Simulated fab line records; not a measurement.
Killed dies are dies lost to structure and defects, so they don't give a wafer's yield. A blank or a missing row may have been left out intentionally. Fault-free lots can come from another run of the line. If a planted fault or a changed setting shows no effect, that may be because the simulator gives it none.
A struck lot beside a sound one || flow rit-cmos || 18 out of 202 route steps
Sound: the wafers L433.1, L433.3, L433.6. Wafers L422.1, L422.3, L422.6 were the ones struck. Last of all comes the cause.
At each step with rows: each side's tool, then ch and its chambers, then its first start. Under that, the readings that differ: sound wafers || struck wafers || difference of the means || sigmas: that difference in standard deviations of wafers without a fault.
alike: words and numbers the same on both sides, and readings whose means are apart by under 2 such deviations; not compared: readings that were withheld, readings missing a value for some wafer, numbers with overlapping values and no deviation given by the record, and bounds like >300 which may hide the same value.
The two part at a step that has a row with sigmas, a row that says differs or no value, or rows on one side only. Numbers that have no deviation but don't overlap get no sigmas and don't part them. Lack of a reading on every wafer of one side parts them only where that side has two or more wafers.

first, 1 step without rows for these wafers: RIT_PLDD_IMPLANT_08.
RIT_PLDD_STRIP_09: strips in O2, time 180 s.
  sound on plasma-asher-03 ch 0,1, day 7 19:09; struck on plasma-asher-02 ch 0,1, day 5 00:56
  alike: drypump-motor-current-A
  not compared: rf-hours-counter-h
RIT_PLDD_TW_MEAS_10:
  sound on film-metro-04 at day 7 19:20; struck on film-metro-04 at day 5 01:07
  alike: PLDD_TW
then, 4 steps without rows for these wafers: RIT_SPACER_CLEAN_00 (cleans in SC1, time 600 s); RIT_SPACER_CLEAN_01 (cleans in dHF, time 30 s); RIT_SPACER_CLEAN_02 (cleans in SC2, time 600 s); RIT_SPACER_CVD_03 (deposits Si3N4 from SiH2Cl2/NH3, target thk 250 nm, time 3300 s).
RIT_SPACER_THK_MEAS_04:
  sound on film-metro-02 at day 7 21:40; struck on film-metro-03 at day 5 03:27
  alike: SPACER_NITRIDE_THK
RIT_SPACER_ETCHBACK_05: etches Si3N4 in SF6/CHF3, stops on SiO2, target depth 250 nm, time 240 s.
  sound on rie-diel-01 ch 1,2, day 7 21:44; struck on rie-diel-01 ch 1,2,3, day 5 03:31
  alike: drypump-motor-current-A, oes-product-au, rf-fwd-power-W, throttle-valve-pct
  not compared: rf-hours-counter-h
then, 3 steps without rows for these wafers: RIT_NSD_HMDS_00 (prime time 60 s); RIT_NSD_COAT_01 (resist thk 1000 nm); RIT_NSD_SOFTBAKE_02 (time 60 s).
RIT_NSD_EXPOSE_03: exposes mask M9, target cd 40700 nm.
  sound on iline-stepper-01 ch 0, day 7 22:31; struck on iline-stepper-02 ch 0, day 5 04:10
{"reading": "model.NSD.overlay-x-nm (nm)", "sound": "-0.1174 -0.1174 -0.1174", "struck": "-180.1 -180.1 -180.1", "difference": -180.0, "sigmas": ""}
  alike: mask
then, 2 steps without rows for these wafers: RIT_NSD_PEB_04; RIT_NSD_DEVELOP_05 (develop time 50 s).
RIT_NSD_OVL_MEAS_06:
  sound on overlay-01 at day 7 22:55; struck on overlay-02 at day 5 04:35
{"reading": "NSD_OVL (nm)", "sound": "-0.8 0.8 0.5", "struck": "-179.5 -181.0 -179.8", "difference": -180.3, "sigmas": "-99 or more"}
then, 1 step without rows for these wafers: RIT_NSD_HARDBAKE_07 (time 60 s).
RIT_M1_PROBE_99:
  sound on prober-02 at day 8 09:27; struck on prober-02 at day 5 14:30
{"reading": "model.etest.select-edge-diode-n.leak-log10-a (angstrom)", "sound": "-9.712 -9.828 -9.857", "struck": "-7.972 -8.23 -8.254", "difference": "+1.647", "sigmas": ""}
  alike: killed-at-contacts, killed-at-front-end, killed-dies, killed-open, killed-short

WHERE THEY PART
Only at RIT_NSD_OVL_MEAS_06, as far as this record shows. Later steps at which nothing parts them and some readings are alike: RIT_M1_PROBE_99.

WHY: the cause the simulator had injected
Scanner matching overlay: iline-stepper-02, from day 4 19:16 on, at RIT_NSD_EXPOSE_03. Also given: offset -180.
